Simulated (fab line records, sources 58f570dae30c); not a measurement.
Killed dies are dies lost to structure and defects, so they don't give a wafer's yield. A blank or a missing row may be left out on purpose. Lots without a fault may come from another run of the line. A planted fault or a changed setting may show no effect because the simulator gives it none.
fab line records | flow berkeley_cmos170 | part 1 of 2: steps 1 to 41 of 44
record lots=7 wafers=21 last_day=11
route steps=331 shown NLDD@161 SPACER@171 PSD@175 NSD@187 BACKSIDE@199 PLDD@208 M3@331
lots that met no fault: from a run of the same line without faults
start_h: hours from the record's first day to the start of the lot's first wafer shown | wait_h: hours since the lot's step before | " the same as in the row above | L1.1+2: a row that stands for several wafers | - no value, or no start given | * or withheld: withheld | < > ~ a bound
route shown NAME@n: a module of which the file shows steps, and the number in the route of the first | usual: mean/standard deviation of fault-free wafers | same: alike in all rows | chamber/n: place in a boat | sites: the reading at each site | _std_site: their standard deviation | _edge_site: outer sites' mean less inner sites' | radius_mm: how far each site lies from the wafer's centre | mask NAME#n: copy n | behind: the tool/chamber that last shaped the wafer | hold: why the lot was held/for how many hours/how that ended | device: the transistor (n, p or np) that didn't switch | end of line: the same wafers' tests at the end of the route | a step without rows: its recipe alone | killed: dies lost to structure and defects at the first sort, not the wafer's yield | map: a wafer's dies, x killed, . not, _ none there
set.NAME: the setting as run; set.NAME@STEP: as run at that earlier step | model.NAME: the simulator's own value behind a step, which no gauge read
lots at some steps of the route; a table a step, a row a wafer
services: from which hour (start_h, from the record's first day; less than 0 if before it) a tool's chamber was out of use, for how many hours, and why
## steps
# step UCB170_NLDD_EXPOSE_03
# recipe mask_id=NSELECT na=0.5 sigma_outer=0.6 source_shape=conventional target_cd_nm=1200 dose_mj=30
# step UCB170_NLDD_PEB_04
# recipe peb_temp_c=130 peb_time_s=withheld resist=KrF
# step UCB170_NLDD_DEVELOP_05
# recipe developer=TMAH develop_time_s=45 resist=KrF dev_temp_c=21
# step UCB170_NLDD_CD_MEAS_06
# recipe target_cd_nm=1200
# usual cd_nm=1199.8/1.6
# columns lot.wafer tool chamber start_h wait_h cd_nm
L899.2 cd_sem-01 - 142.16 - 1201.5
L899.5 " - " " 1201.6
L899.6 " - " " 1201.3
L903.2 cd_sem-01 - 165.47 - 1196.1
L903.3 " - " " 1195.7
L903.4 " - " " 1195.3
L914.2 cd_sem-01 - 213.47 - 1200.6
L914.4 " - " " 1201.3
L914.5 " - " " 1200.0
L915.1 cd_sem-01 - 214.00 - 1201.8
L915.3 " - " " 1202.7
L915.4 " - " " 1201.0
L916.1 cd_sem-02 - 214.50 - 1200.1
L916.4 " - " " 1199.7
L916.5 " - " " 1199.5
L919.1 cd_sem-02 - 225.76 - 1198.8
L919.2 " - " " 1199.3
L919.3 " - " " 1200.0
L920.2 cd_sem-02 - 239.54 - 1200.2
L920.4 " - " " 1200.0
L920.6 " - " " 1201.2
# step UCB170_NLDD_OVL_MEAS_07
# usual NLDD_OVL=-2/5.5
# columns lot.wafer tool chamber start_h wait_h NLDD_OVL[nm]
L899.2 overlay-02 - 142.26 0.1 0
L899.5 " - " " 3
L899.6 " - " " -7
L903.2 overlay-01 - 165.58 0.1 -5
L903.3 " - " " -2
L903.4 " - " " -7
L914.2 overlay-01 - 213.57 0.1 10
L914.4 " - " " 5
L914.5 " - " " -4
L915.1 overlay-02 - 214.12 0.1 -11
L915.3 " - " " -15
L915.4 " - " " -9
L916.1 overlay-02 - 214.62 0.1 -1
L916.4 " - " " -4
L916.5 " - " " -4
L919.1 overlay-02 - 225.88 0.1 -4
L919.2 " - " " -10
L919.3 " - " " -1
L920.2 overlay-01 - 239.64 0.1 -5
L920.4 " - " " -7
L920.6 " - " " -6
# step UCB170_NLDD_IMPLANT_08
# recipe species=As dose_cm2=5e+13 energy_kev=30 tilt_deg=7 rotation_deg=0
# step UCB170_NLDD_IMPLANT_09
# recipe species=As dose_cm2=5e+13 energy_kev=30 tilt_deg=7 rotation_deg=180
# step UCB170_NLDD_STRIP_10
# recipe chemistry=O2 power_w=400 pressure_mtorr=3500 platen_temp_c=withheld o2_flow_sccm=400 overash_fraction=0.5
# step UCB170_NLDD_TW_MEAS_11
# usual NLDD_TW=2217/20
# columns lot.wafer tool chamber start_h wait_h NLDD_TW
L899.2 film_metro-02 - 142.97 0.1 2192
L899.5 " - " " 2201
L899.6 " - " " 2206
L903.2 film_metro-04 - 166.02 0.1 2210
L903.3 " - " " 2196
L903.4 " - " " 2200
L914.2 film_metro-04 - 214.01 0.1 2225
L914.4 " - " " 2212
L914.5 " - " " 2224
L915.1 film_metro-01 - 214.55 0.1 2229
L915.3 " - " " 2242
L915.4 " - " " 2245
L916.1 film_metro-01 - 215.06 0.1 2236
L916.4 " - " " 2231
L916.5 " - " " 2233
L919.1 film_metro-01 - 226.32 0.1 2232
L919.2 " - " " 2234
L919.3 " - " " 2234
L920.2 film_metro-01 - 240.08 0.1 2233
L920.4 " - " " 2239
L920.6 " - " " 2244
# step UCB170_NLDD_CLEAN_12
# recipe chemistry=SPM temp_c=120 time_s=600
# step UCB170_SPACER_CVD_00
# recipe material=SiO2 target_thk_nm=376 temp_c=390 precursor=TEOS/O2 time_s=47 rf_w=550 pressure_mtorr=9000
# usual heater_power_w=249/39
# columns lot.wafer tool chamber start_h wait_h heater_power_w
L899.2 pecvd-03 1 143.20 0.0 225
L899.5 " 1 " " 236
L899.6 " 2 " " 277
L903.2 pecvd-04 1 166.37 0.0 161
L903.3 " 2 " " 253
L903.4 " 1 " " 178
L914.2 pecvd-03 0 214.24 0.0 251
L914.4 " 2 " " 254
L914.5 " 0 " " 263
L915.1 pecvd-01 0 214.84 0.0 266
L915.3 " 1 " " 225
L915.4 " 1 " " 247
L916.1 pecvd-04 1 215.29 0.0 219
L916.4 " 2 " " 322
L916.5 " 0 " " 283
L919.1 pecvd-04 0 226.55 0.0 227
L919.2 " 2 " " 289
L919.3 " 1 " " 232
L920.2 pecvd-03 2 240.32 0.0 289
L920.4 " 0 " " 232
L920.6 " 2 " " 305
# step UCB170_SPACER_THK_MEAS_01
# recipe reads=SiO2_of_SPACER_CVD_00
# usual SPACER_TEOS_THK=375/5.3
# columns lot.wafer tool chamber start_h wait_h SPACER_TEOS_THK[nm]
L899.2 film_metro-03 - 143.25 0.0 375
L899.5 " - " " 377
L899.6 " - " " 383
L903.2 film_metro-02 - 166.42 0.0 360
L903.3 " - " " 369
L903.4 " - " " 366
L914.2 film_metro-01 - 214.29 0.0 370
L914.4 " - " " 374
L914.5 " - " " 378
L915.1 film_metro-01 - 214.88 0.0 375
L915.3 " - " " 375
L915.4 " - " " 375
L916.1 film_metro-01 - 215.34 0.0 365
L916.4 " - " " 380
L916.5 " - " " 378
L919.1 film_metro-01 - 226.60 0.0 373
L919.2 " - " " 385
L919.3 " - " " 372
L920.2 film_metro-02 - 240.38 0.0 373
L920.4 " - " " 385
L920.6 " - " " 379
# step UCB170_SPACER_ANNEAL_02
# recipe temp_c=900 time_s=1800 ambient=N2
# usual spike_tc_centre_C=902.0/1.1 spike_tc_load_C=922.7/2.8 spike_tc_source_C=923/3.3 tube_center_temp_C=900/0.073 tube_center_temp_C_max=902.3/0.36 zone_power_source_pct=28.7/2.1
# columns lot.wafer tool chamber start_h wait_h spike_tc_centre_C spike_tc_load_C spike_tc_source_C tube_center_temp_C tube_center_temp_C_max zone_power_source_pct
L899.2 furnace-02 0 146.20 2.9 900.5 924.3 927 899.93 902.0 31.0
L899.5 " 0 " " 903.2 924.3 925 900.03 902.5 30.7
L899.6 " 0 " " 902.1 921.7 925 899.97 902.0 30.4
L903.2 furnace-01 0 169.13 2.7 903.6 919.7 918 900.07 901.8 26.1
L903.3 " 0 " " 903.4 919.0 920 900.02 902.0 26.0
L903.4 " 0 " " 903.0 919.1 921 899.9 902.0 25.9
L914.2 furnace-02 0 218.33 4.0 913.1 938.4 937 911.71 914.3 31.8
L914.4 " 0 " " 915.6 935.6 937 911.81 913.6 32.0
L914.5 " 0 " " 915.4 935.4 939 911.71 913.8 31.8
L915.1 furnace-02 0 218.33 3.4 914.5 935.0 938 911.63 913.9 31.7
L915.3 " 0 " " 913.1 935.5 937 911.67 913.8 31.4
L915.4 " 0 " " 912.0 934.4 937 911.64 913.9 31.5
L916.1 furnace-02 0 218.33 3.0 910.9 935.1 937 911.7 913.6 31.3
L916.4 " 0 " " 913.1 936.8 938 911.66 914.2 31.7
L916.5 " 0 " " 913.0 936.6 939 911.65 913.9 31.3
L919.1 furnace-01 0 228.66 2.1 903.6 920.3 919 900.01 901.7 26.4
L919.2 " 0 " " 901.5 918.7 918 899.95 901.8 26.9
L919.3 " 0 " " 899.7 919.0 919 899.87 902.5 26.4
L920.2 furnace-01 0 242.71 2.3 901.8 920.5 919 900.04 902.4 26.7
L920.4 " 0 " " 902.0 919.5 920 899.79 901.9 26.1
L920.6 " 0 " " 900.5 920.4 919 900 902.4 26.2
# step UCB170_SPACER_ETCHBACK_03
# recipe stop_on=Si target=SiO2 chemistry=CHF3/CF4/Ar CHF3_flow_sccm=50 cf4_flow_sccm=10 Ar_flow_sccm=120 pressure_mtorr=200 rf_w=500 target_depth_a=3760 time_s=100
# usual cf4_flow_sccm=9.998/0.028 drypump_motor_current_A=5.7/0.38 oes_product_au=0.898/0.015 throttle_valve_pct=6.45/0.088
# columns lot.wafer tool chamber start_h wait_h cf4_flow_sccm drypump_motor_current_A oes_product_au rf_hours_counter_h throttle_valve_pct
L899.2 rie_diel-02 0 147.70 0.0 9.972 5.6 0.914 124 6.49
L899.5 " 0 " " 9.979 5.6 0.921 - 6.50
L899.6 " 3 " " 9.960 5.4 0.897 - 6.39
L903.2 rie_diel-03 0 170.63 0.0 10.025 5.7 0.875 95 6.29
L903.3 " 3 " " 10.015 6.0 0.902 81 6.53
L903.4 " 2 " " 10.017 6.2 0.880 39 6.49
L914.2 rie_diel-02 1 219.83 0.0 9.991 5.5 0.889 23 6.53
L914.4 " 0 " " 10.074 5.6 0.904 126 6.50
L914.5 " 1 " " 10.014 5.5 0.885 - 6.53
L915.1 rie_diel-04 1 219.83 0.0 9.934 5.6 0.904 3 6.54
L915.3 " 3 " " 10.007 6.2 0.891 81 6.43
L915.4 " 2 " " 10.000 5.5 0.895 5 6.37
L916.1 rie_diel-03 3 219.83 0.0 10.011 6.0 0.900 84 6.55
L916.4 " 2 " " 9.974 6.2 0.921 43 6.48
L916.5 " 3 " " 9.966 6.0 0.929 - 6.53
L919.1 rie_diel-03 2 230.16 0.0 9.999 6.2 0.900 43 6.47
L919.2 " 0 " " 9.979 5.7 0.924 99 6.28
L919.3 " 1 " " 9.949 6.0 0.891 6 6.49
L920.2 rie_diel-02 2 244.21 0.0 10.018 4.8 0.882 10 6.57
L920.4 " 2 " " 10.036 4.8 0.912 - 6.57
L920.6 " 3 " " 10.040 5.4 0.878 - 6.39
# step UCB170_PSD_HMDS_00
# recipe prime_time_s=60 prime_temp_c=100
# step UCB170_PSD_COAT_01
# recipe resist=KrF spin_rpm=1500 resist_thk_nm=900
# step UCB170_PSD_SOFTBAKE_02
# recipe resist=KrF temp_c=130 time_s=60
# step UCB170_PSD_EXPOSE_03
# recipe mask_id=PSELECT_MOD na=0.5 sigma_outer=0.6 source_shape=conventional target_cd_nm=1200 dose_mj=30
# step UCB170_PSD_PEB_04
# recipe peb_temp_c=130 peb_time_s=withheld resist=KrF
# step UCB170_PSD_DEVELOP_05
# recipe developer=TMAH develop_time_s=45 resist=KrF dev_temp_c=21
# step UCB170_PSD_CD_MEAS_06
# recipe target_cd_nm=1200
# usual cd_nm=1199.7/1.6
# columns lot.wafer tool chamber start_h wait_h cd_nm
L899.2 cd_sem-01 - 149.61 - 1201.4
L899.5 " - " " 1200.4
L899.6 " - " " 1200.0
L903.2 cd_sem-01 - 171.97 - 1198.1
L903.3 " - " " 1199.7
L903.4 " - " " 1198.3
L916.1 cd_sem-02 - 221.87 - 1199.2
L916.4 " - " " 1198.7
L916.5 " - " " 1199.7
L915.1 cd_sem-01 - 221.94 - 1202.7
L915.3 " - " " 1201.9
L915.4 " - " " 1203.8
L914.2 cd_sem-01 - 222.08 - 1200.8
L914.4 " - " " 1198.4
L914.5 " - " " 1199.4
L919.1 cd_sem-01 - 231.68 - 1198.6
L919.2 " - " " 1200.9
L919.3 " - " " 1200.6
L920.2 cd_sem-01 - 245.31 - 1199.7
L920.4 " - " " 1200.2
L920.6 " - " " 1202.3
# step UCB170_PSD_OVL_MEAS_07
# usual PSD_OVL=-2/4.4
# columns lot.wafer tool chamber start_h wait_h PSD_OVL[nm]
L899.2 overlay-01 - 149.71 0.1 2
L899.5 " - " " 1
L899.6 " - " " 3
L903.2 overlay-01 - 172.07 0.1 0
L903.3 " - " " 3
L903.4 " - " " -8
L916.1 overlay-02 - 221.99 0.1 1
L916.4 " - " " -2
L916.5 " - " " 6
L915.1 overlay-01 - 222.06 0.1 4
L915.3 " - " " 2
L915.4 " - " " -4
L914.2 overlay-01 - 222.19 0.1 -1
L914.4 " - " " -2
L914.5 " - " " -2
L919.1 overlay-01 - 231.80 0.1 -2
L919.2 " - " " -7
L919.3 " - " " 4
L920.2 overlay-02 - 245.41 0.1 -4
L920.4 " - " " -2
L920.6 " - " " -6
# step UCB170_PSD_IMPLANT_08
# recipe species=B dose_cm2=3e+15 energy_kev=20 tilt_deg=7
# step UCB170_PSD_STRIP_09
# recipe chemistry=O2 power_w=400 pressure_mtorr=3500 platen_temp_c=withheld o2_flow_sccm=400 overash_fraction=0.5
# usual drypump_motor_current_A=5.7/0.39 oes_product_au=0.600/0.005 strip_time_to_endpoint_s=29.45/0.061
# same overash_fraction=0.5
# columns lot.wafer tool chamber start_h wait_h drypump_motor_current_A oes_product_au rf_hours_counter_h strip_time_to_endpoint_s
L899.2 plasma_asher-01 0 149.89 0.1 5.4 0.597 49 29.44
L899.5 " 1 " " 5.6 0.601 - 29.37
L899.6 " 0 " " 5.4 0.603 - 29.42
L903.2 plasma_asher-03 1 172.25 0.1 6.0 0.592 5 29.47
L903.3 " 0 " " 6.1 0.595 - 29.50
L903.4 " 1 " " 6.0 0.598 - 29.43
L916.1 plasma_asher-01 0 222.18 0.1 5.4 0.603 57 29.45
L916.4 " 1 " " 5.6 0.605 - 29.41
L916.5 " 1 " " 5.6 0.599 - 29.39
L915.1 plasma_asher-02 0 222.25 0.1 5.0 0.604 48 29.50
L915.3 " 0 " " 5.0 0.608 - 29.52
L915.4 " 1 " " 5.8 0.612 - 29.59
L914.2 plasma_asher-01 1 222.37 0.1 5.7 0.606 57 29.47
L914.4 " 0 " " 5.4 0.599 - 29.49
L914.5 " 1 " " 5.6 0.608 - 29.52
L919.1 plasma_asher-03 1 231.99 0.1 6.0 0.597 13 29.41
L919.2 " 0 " " 6.1 0.596 13 29.37
L919.3 " 0 " " 6.1 0.597 - 29.35
L920.2 plasma_asher-02 1 245.59 0.1 5.8 0.602 51 29.42
L920.4 " 1 " " 5.8 0.595 - 29.38
L920.6 " 0 " " 5.0 0.605 - 29.34
# step UCB170_PSD_TW_MEAS_10
# usual PSD_TW=2331/20
# columns lot.wafer tool chamber start_h wait_h PSD_TW
L899.2 film_metro-02 - 150.00 0.1 2301
L899.5 " - " " 2303
L899.6 " - " " 2311
L903.2 film_metro-01 - 172.36 0.1 2357
L903.3 " - " " 2345
L903.4 " - " " 2369
L916.1 film_metro-02 - 222.28 0.1 2310
L916.4 " - " " 2306
L916.5 " - " " 2302
L915.1 film_metro-04 - 222.35 0.1 2329
L915.3 " - " " 2330
L915.4 " - " " 2327
L914.2 film_metro-01 - 222.48 0.1 2347
L914.4 " - " " 2345
L914.5 " - " " 2342
L919.1 film_metro-02 - 232.17 0.1 2312
L919.2 " - " " 2320
L919.3 " - " " 2306
L920.2 film_metro-04 - 245.70 0.1 2326
L920.4 " - " " 2318
L920.6 " - " " 2313
# step UCB170_PSD_CLEAN_11
# recipe chemistry=SPM temp_c=120 time_s=600
# step UCB170_NSD_HMDS_00
# recipe prime_time_s=60 prime_temp_c=100
# step UCB170_NSD_COAT_01
# recipe resist=KrF spin_rpm=1500 resist_thk_nm=900
# step UCB170_NSD_SOFTBAKE_02
# recipe resist=KrF temp_c=130 time_s=60
# step UCB170_NSD_EXPOSE_03
# recipe mask_id=NSELECT_MOD na=0.5 sigma_outer=0.6 source_shape=conventional target_cd_nm=1200 dose_mj=30
# step UCB170_NSD_PEB_04
# recipe peb_temp_c=130 peb_time_s=withheld resist=KrF
# step UCB170_NSD_DEVELOP_05
# recipe developer=TMAH develop_time_s=45 resist=KrF dev_temp_c=21
# step UCB170_NSD_CD_MEAS_06
# recipe target_cd_nm=1200
# usual cd_nm=1200.0/1.2
# columns lot.wafer tool chamber start_h wait_h cd_nm
L899.2 cd_sem-01 - 153.34 - 1201.1
L899.5 " - " " 1200.8
L899.6 " - " " 1200.9
L903.2 cd_sem-02 - 173.92 - 1200.7
L903.3 " - " " 1199.1
L903.4 " - " " 1200.7
L916.1 cd_sem-01 - 224.05 - 1200.8
L916.4 " - " " 1200.1
L916.5 " - " " 1200.7
L915.1 cd_sem-02 - 224.22 - 1201.4
L915.3 " - " " 1201.3
L915.4 " - " " 1200.2
L914.2 cd_sem-01 - 224.33 - 1200.0
L914.4 " - " " 1199.0
L914.5 " - " " 1201.0
L919.1 cd_sem-02 - 234.10 - 1202.4
L919.2 " - " " 1202.1
L919.3 " - " " 1201.7
L920.2 cd_sem-02 - 248.00 - 1199.3
L920.4 " - " " 1199.1
L920.6 " - " " 1199.0
# step UCB170_NSD_OVL_MEAS_07
# usual NSD_OVL=-3/4.8
# columns lot.wafer tool chamber start_h wait_h NSD_OVL[nm]
L899.2 overlay-01 - 153.44 0.1 -3
L899.5 " - " " -4
L899.6 " - " " -1
L903.2 overlay-01 - 174.03 0.1 9
L903.3 " - " " -4
L903.4 " - " " -2
L916.1 overlay-02 - 224.17 0.1 0
L916.4 " - " " 5
L916.5 " - " " -3
L915.1 overlay-01 - 224.34 0.1 11
L915.3 " - " " 5
L915.4 " - " " -5
L914.2 overlay-01 - 224.44 0.1 -6
L914.4 " - " " -2
L914.5 " - " " -2
L919.1 overlay-02 - 234.22 0.1 0
L919.2 " - " " -7
L919.3 " - " " -5
L920.2 overlay-01 - 248.10 0.1 1
L920.4 " - " " -1
L920.6 " - " " 0
# step UCB170_NSD_IMPLANT_08
# recipe species=P dose_cm2=3e+15 energy_kev=40 tilt_deg=7
# step UCB170_NSD_STRIP_09
# recipe chemistry=O2 power_w=400 pressure_mtorr=3500 platen_temp_c=withheld o2_flow_sccm=400 overash_fraction=0.5
# usual drypump_motor_current_A=5.5/0.42 oes_product_au=0.534/0.0045 strip_time_to_endpoint_s=35.87/0.082
# same overash_fraction=0.5
# columns lot.wafer tool chamber start_h wait_h drypump_motor_current_A oes_product_au rf_hours_counter_h strip_time_to_endpoint_s
L899.2 plasma_asher-04 0 153.62 0.1 5.0 0.535 33 35.99
L899.5 " 1 " " 5.5 0.535 - 35.95
L899.6 " 0 " " 5.0 0.546 - 35.94
L903.2 plasma_asher-04 0 174.21 0.1 5.0 0.539 35 35.93
L903.3 " 1 " " 5.5 0.530 - 36.00
L903.4 " 0 " " 5.1 0.528 - 35.94
L916.1 plasma_asher-02 1 224.35 0.1 5.9 0.541 49 35.93
L916.4 " 1 " " 5.9 0.534 - 36.00
L916.5 " 0 " " 5.0 0.530 - 35.93
L915.1 plasma_asher-03 0 224.52 0.1 6.1 0.530 12 35.84
L915.3 " 0 " " 6.1 0.534 - 35.87
L915.4 " 1 " " 6.0 0.536 - 35.91
L914.2 plasma_asher-02 0 224.62 0.1 5.0 0.530 49 35.85
L914.4 " 1 " " 5.8 0.539 - 35.91
L914.5 " 0 " " 5.0 0.536 - 35.90
L919.1 plasma_asher-04 0 234.40 0.1 5.1 0.528 43 35.70
L919.2 " 1 " " 5.5 0.540 43 35.73
L919.3 " 0 " " 5.0 0.531 - 35.75
L920.2 plasma_asher-02 0 248.28 0.1 5.0 0.536 52 35.77
L920.4 " 1 " " 5.8 0.535 - 35.78
L920.6 " 0 " " 5.0 0.537 - 35.77
# step UCB170_NSD_TW_MEAS_10
# usual NSD_TW=4196/35
# columns lot.wafer tool chamber start_h wait_h NSD_TW
L899.2 film_metro-04 - 153.73 0.1 4180
L899.5 " - " " 4179
L899.6 " - " " 4153
L903.2 film_metro-01 - 174.32 0.1 4248
L903.3 " - " " 4253
L903.4 " - " " 4262
L916.1 film_metro-01 - 224.45 0.1 4207
L916.4 " - " " 4233
L916.5 " - " " 4237
L915.1 film_metro-04 - 224.62 0.1 4181
L915.3 " - " " 4191
L915.4 " - " " 4176
L914.2 film_metro-01 - 224.73 0.1 4217
L914.4 " - " " 4213
L914.5 " - " " 4194
L919.1 film_metro-04 - 234.50 0.1 4182
L919.2 " - " " 4185
L919.3 " - " " 4193
L920.2 film_metro-04 - 248.39 0.1 4159
L920.4 " - " " 4183
L920.6 " - " " 4131
# step UCB170_NSD_CLEAN_11
# recipe chemistry=SPM temp_c=120 time_s=600
# step UCB170_BACKSIDE_HMDS_00
# recipe prime_time_s=60 prime_temp_c=100
# step UCB170_BACKSIDE_COAT_01
# recipe resist=KrF spin_rpm=1500 resist_thk_nm=900
# step UCB170_BACKSIDE_SOFTBAKE_02
# recipe resist=KrF temp_c=130 time_s=60
## key
first_sign step=UCB170_SPACER_ANNEAL_02 reading=tube_center_temp_C direction=up sigmas=99+ usual=* struck=*
effect step=UCB170_SPACER_ANNEAL_02 reading=tube_center_temp_C_max direction=up sigmas=32 usual=* struck=*
effect step=UCB170_SDANNEAL_RS_MEAS_04 reading=PLDD_RS direction=down sigmas=19 usual=1031.4 struck=988.7
model_effect step=UCB170_M3_PROBE_99 value=etest.pmos_0p35.r_on_ohm_um without=4645 struck=4505
met_at UCB170_SPACER_ANNEAL_02
struck_wafers L914.2,L914.4,L914.5,L915.1,L915.3,L915.4,L916.1,L916.4,L916.5
tester_left_out L914,L915,L916
onset_between 146.20 218.33
fault kind=process_parameter_drift tool=furnace-02 chamber=- onset_h=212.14 steps=UCB170_SPACER_ANNEAL_02 channel=temp_c offset=* shape=step end_h=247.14 acts_in=* stated=*
# tester_left_out: of these lots the tester's yield and bins aren't shown, on N5 and GAA mostly nor the transistor test; their killed dies are dies lost to structure and defects alone, not to doping, threshold or leakage, so they don't give the yield
